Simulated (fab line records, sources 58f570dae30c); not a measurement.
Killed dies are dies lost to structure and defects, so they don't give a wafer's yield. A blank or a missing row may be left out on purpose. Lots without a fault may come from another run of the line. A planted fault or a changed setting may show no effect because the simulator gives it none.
Problem report in the 8D (eight disciplines) form, filled by code | flow berkeley_cmos170 | the parts of the form that need people (team, actions taken, sign-off) are left out

1. THE PROBLEM
oes_product_au at UCB170_M1_ETCH_11 reads a mean of 1.275 a.u. on 9 wafers of 3 lots; wafers without a fault read 1.010 a.u. with a standard deviation of 0.016. That is +17 standard deviations from the usual mean.
The step: etches BARC in N2/H2.
First seen on wafer L505.1, day 8 20:49, on rie_diel-02. The record holds 45 wafers of 15 lots with a number at this step. Rule for "out", or "out of limits": more than 4 standard deviations from the usual mean. The other wafers with a number count as sound.

2. WHAT IT IS AND WHAT IT IS NOT
question                    | is                     | is not
which readings at this step | oes_product_au         | drypump_motor_current_A, throttle_valve_pct
which lots                  | L505, L508, L510       | L496, L497, L498, L499, L500, L502, L503, L504, L511, L516, L517, L518
which wafers of those lots  | all that have a number | -
read on which tools         | rie_diel-02            | rie_diel-01, rie_diel-03
when                        | from day 8 20:49       | up to then (24 sound wafers); but 12 sound wafers of L511, L516, L517, L518 came after

3. SUSPECTS, AND WHAT RULES EACH OUT
Counting: a tool at a process step up to the reading stays a suspect if it ran every lot that is out and no sound lot after the first of them.
- rie_diel-02 at UCB170_M1_ETCH_11 (etches BARC in N2/H2): kept. It ran every lot that is out, first L505 (day 8 20:49), and no sound lot after that; its last sound lot up to then is L504 (day 8 20:12). Its own readings are out on those wafers: oes_product_au.
Left after counting: rie_diel-02 at UCB170_M1_ETCH_11.

4. THE CAUSE (what the simulator had put in)
Process parameter drift: rie_diel-02, from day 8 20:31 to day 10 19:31, at UCB170_M1_ETCH_11. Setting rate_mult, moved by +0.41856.
Counting left only this tool.

5. THE CHAIN OF EFFECTS, in route order
Each row: a reading whose mean over the struck wafers that have a number lies more than 3 standard deviations from the usual. Only readings for which the record gives a usual standard deviation are gone through. hours: the time from each lot's start at the first step in this table that gives one to its start at this step, as a median over the lots. sigmas: the change in usual standard deviations.
hours | step              | reading        | usual      | on struck wafers | change | sigmas
0     | UCB170_M1_ETCH_11 | oes_product_au | 1.010 a.u. | 1.275            | +0.265 | +17
The process steps in it:
- UCB170_M1_ETCH_11: etches BARC in N2/H2.

6. WHAT WOULD HAVE CAUGHT IT SOONER
In this record the first reading out of limits was taken at day 8 20:49, 0 hours after the fault began at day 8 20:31.
